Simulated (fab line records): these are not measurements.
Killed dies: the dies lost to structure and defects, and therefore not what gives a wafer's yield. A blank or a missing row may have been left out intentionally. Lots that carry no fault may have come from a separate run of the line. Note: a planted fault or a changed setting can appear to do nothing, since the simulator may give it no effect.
Tool commonality check + flow ritCmos + 42 wafers sampled across 14 lots

## REASON FOR OPENING
At RIT_FOX1_THK_MEAS_01 the reading FOX1_OXIDE_THK is flagged on 2 of 14 lots. Fault-free wafers read 347 nm, with a standard deviation of 6.3.
Rule: flag the lot when none of its wafers has a number, or when each of its wafers that has one lies beyond 4 standard deviations from that mean. As for the other lots, they are considered sound.

| lot  | measured    | on           | FOX1_OXIDE_THK (nm), wafer by wafer | flag    |
|------|-------------|--------------|-------------------------------------|---------|
| L819 | day 1 17:56 | filmMetro-02 | 334 329 332                         |         |
| L820 | day 1 22:05 | filmMetro-02 | 347 348 349                         |         |
| L822 | day 2 09:24 | filmMetro-02 | 348 351 352                         |         |
| L823 | day 2 12:56 | filmMetro-02 | 381 383 383                         | FLAGGED |
| L827 | day 3 08:51 | filmMetro-01 | 385 378 380                         | FLAGGED |
| L832 | day 4 10:39 | filmMetro-01 | 349 342 345                         |         |
| L833 | day 4 15:41 | filmMetro-04 | 338 334 336                         |         |
| L834 | day 4 19:56 | filmMetro-01 | 341 340 343                         |         |
| L835 | day 5 01:33 | filmMetro-01 | 347 339 341                         |         |
| L838 | day 5 16:11 | filmMetro-01 | 353 353 357                         |         |
| L839 | day 5 21:50 | filmMetro-01 | 363 358 357                         |         |
| L840 | day 6 03:10 | filmMetro-01 | 351 341 348                         |         |
| L841 | day 6 07:33 | filmMetro-01 | 360 353 352                         |         |
| L842 | day 6 11:52 | filmMetro-02 | 344 345 342                         |         |
Average over the flagged lots: 382 nm; offset from the usual +35 nm, equal to +6 standard deviations.

## WHICH TOOL EACH LOT WENT THROUGH
The record holds 1 process step before the reading, out of a route of 202 steps. In each cell: the tool, then ch and the chambers that the sampled wafers went through, then the start.
| lot  | flag    | RIT_FOX1_OXIDATION_00        |
|------|---------|------------------------------|
| L819 |         | furnace-02 ch 0, day 1 16:35 |
| L820 |         | furnace-02 ch 0, day 1 20:46 |
| L822 |         | furnace-01 ch 0, day 2 08:03 |
| L823 | FLAGGED | furnace-02 ch 0, day 2 11:35 |
| L827 | FLAGGED | furnace-02 ch 0, day 3 07:32 |
| L832 |         | furnace-03 ch 0, day 4 09:20 |
| L833 |         | furnace-01 ch 0, day 4 14:21 |
| L834 |         | furnace-01 ch 0, day 4 18:38 |
| L835 |         | furnace-01 ch 0, day 5 00:14 |
| L838 |         | furnace-01 ch 0, day 5 14:52 |
| L839 |         | furnace-02 ch 0, day 5 20:31 |
| L840 |         | furnace-02 ch 0, day 6 01:51 |
| L841 |         | furnace-01 ch 0, day 6 06:13 |
| L842 |         | furnace-03 ch 0, day 6 10:32 |
What the steps here do:
- RIT_FOX1_OXIDATION_00: target thk 350.7 nm, ox time 1130 s.
- RIT_FOX1_THK_MEAS_01

## FLAGGED AGAINST TOTAL, ONE TOOL AT A TIME (gauges that did the reading follow at the end)
| step                  | tool         | lots run | flagged | share of the flagged lots | sound lots run after its first flagged lot |
|-----------------------|--------------|----------|---------|---------------------------|--------------------------------------------|
| RIT_FOX1_OXIDATION_00 | furnace-01   | 6        | 0       | none                      | -                                          |
| RIT_FOX1_OXIDATION_00 | furnace-02   | 6        | 2       | all                       | 2 (L839,L840)                              |
| RIT_FOX1_OXIDATION_00 | furnace-03   | 2        | 0       | none                      | -                                          |
| RIT_FOX1_THK_MEAS_01  | filmMetro-01 | 8        | 1       | some                      | 7 (L832,L834,L835,L838,L839,L840,L841)     |
| RIT_FOX1_THK_MEAS_01  | filmMetro-02 | 5        | 1       | some                      | 1 (L842)                                   |
| RIT_FOX1_THK_MEAS_01  | filmMetro-04 | 1        | 0       | none                      | -                                          |

## WHAT IS ALLOWED BY THE TABLE
1 row of the table ran every flagged lot: furnace-02 at RIT_FOX1_OXIDATION_00.
- furnace-02 at RIT_FOX1_OXIDATION_00 ran 6 lots, 2 of them flagged. Sound lots ran on it after the first flagged one (L839, L840), which a lasting fault on the whole tool wouldn't allow.
There is no row in the table that ran each flagged lot and no sound lot after the first.

## WHAT THE SIMULATOR HAD INSERTED
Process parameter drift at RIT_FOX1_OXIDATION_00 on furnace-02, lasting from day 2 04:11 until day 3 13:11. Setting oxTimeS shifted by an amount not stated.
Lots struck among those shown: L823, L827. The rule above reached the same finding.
